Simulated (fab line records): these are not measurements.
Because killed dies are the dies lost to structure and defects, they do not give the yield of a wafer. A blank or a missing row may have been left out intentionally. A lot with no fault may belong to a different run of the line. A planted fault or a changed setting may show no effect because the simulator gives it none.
Comparing a struck lot with a sound one / flow berkeley cmos170 / 16 out of 331 route steps
Sound: wafers L390.1, L390.2, L390.5. Struck: wafer L381.6. (L381.4, L381.5 of the same lot were not struck and are left out.) The cause comes at the end.
At each step with rows: each side's tool, then ch and its chambers, then its first start. Under that, the readings that differ: sound wafers / struck wafers / difference of the means / sigmas: that difference in standard deviations of wafers without a fault.
alike: words and numbers the same on both sides, and readings whose means are apart by under 2 such deviations; not compared: readings that were withheld, readings missing a value for some wafer, numbers with overlapping values and no deviation given by the record, and bounds like >300 which may hide the same value.
Wherever a step has rows on one side only, a row that says differs or no value, or a row with sigmas, the two part there. Numbers that don't overlap but have no deviation are shown without sigmas and don't part them. A reading that every wafer of one side lacks parts them only if that side has two wafers or more.

first, 1 step without rows for these wafers: UCB170_M3_SOFTBAKE_06 (time 60 s).
UCB170_M3_STRIP_07: strips in O2.
  sound on plasma asher-04 ch 0,1, day 12 05:17; struck on plasma asher-04 ch 1, day 10 05:12
  alike: drypump motor current A, oes product au, strip time to endpoint s
  not compared: rf hours counter h
then, 7 steps without rows for these wafers: UCB170_M3_STRIP_08 (strips KrF in DMSO, time 600 s); UCB170_M3_COAT_09; UCB170_M3_COAT_10 (resist thk 900 nm); UCB170_M3_SOFTBAKE_11 (time 60 s); UCB170_M3_EXPOSE_12 (exposes mask METAL3, target cd 700 nm); UCB170_M3_PEB_13; UCB170_M3_DEVELOP_14 (develop time 45 s).
UCB170_M3_CD_MEAS_15: target cd 700 nm.
  sound: cd sem-01 at day 12 07:17; struck: cd sem-01 at day 10 06:35
reading=cd nm (nm); sound=698.9 698.4 699.0; struck=702.5; difference=+3.7; sigmas=+2
UCB170_M3_OVL_MEAS_16:
  sound: overlay-01 at day 12 07:25; struck: overlay-02 at day 10 06:40
  alike: M3_OVL
UCB170_M3_ETCH_17: etches BARC in N2/H2.
  sound on rie diel-04 ch 0,1,2, day 12 07:26; struck on rie diel-01 ch 2, day 10 06:42
reading=n2 flow sccm (sccm); sound=99.78 99.64 100.06; struck=100.41; difference=+0.58; sigmas=+2
  alike: chamber pressure mTorr, drypump motor current A, oes product au, throttle valve pct
UCB170_M3_METAL_ETCH_18: etches Al in Cl2/BCl3, stops on SiO2, target depth 1170 nm, time 195 s.
  sound on rie metal-02 ch 0,1, day 12 07:29; struck on rie metal-01 ch 0, day 10 06:47
reading=chamber pressure mTorr (mTorr); sound=11.987 12.019 11.986; struck=17.995; difference=+5.998; sigmas=+99 or more
reading=model.KrF_of_M3_COAT_10.thk nm (nm); sound=222.7 211.8 214.4; struck=170.6; difference=-45.7; sigmas=
  alike: drypump motor current A, oes product au, throttle valve pct
  not compared: rf hours counter h
UCB170_M3_STRIP_19: strips in O2.
  sound on plasma asher-04 ch 0,1, day 12 07:40; struck on plasma asher-04 ch 1, day 10 06:56
reading=oes product au (a.u.); sound=0.553 0.539 0.541; struck=0.494; difference=-0.050; sigmas=-6
  alike: drypump motor current A
  not compared: rf hours counter h
UCB170_M3_CD_MEAS_90: target cd 700 nm.
  sound: cd sem-01 at day 12 07:46; struck: cd sem-01 at day 10 07:04
  alike: cd nm
UCB170_M3_PROBE_99:
  only the struck wafers here have rows in the record (prober-02, day 10 07:30); the sound ones have none

## WHERE THEY PART
First at UCB170_M3_CD_MEAS_15; last, within this record, at UCB170_M3_PROBE_99.

WHY: the cause the simulator had injected
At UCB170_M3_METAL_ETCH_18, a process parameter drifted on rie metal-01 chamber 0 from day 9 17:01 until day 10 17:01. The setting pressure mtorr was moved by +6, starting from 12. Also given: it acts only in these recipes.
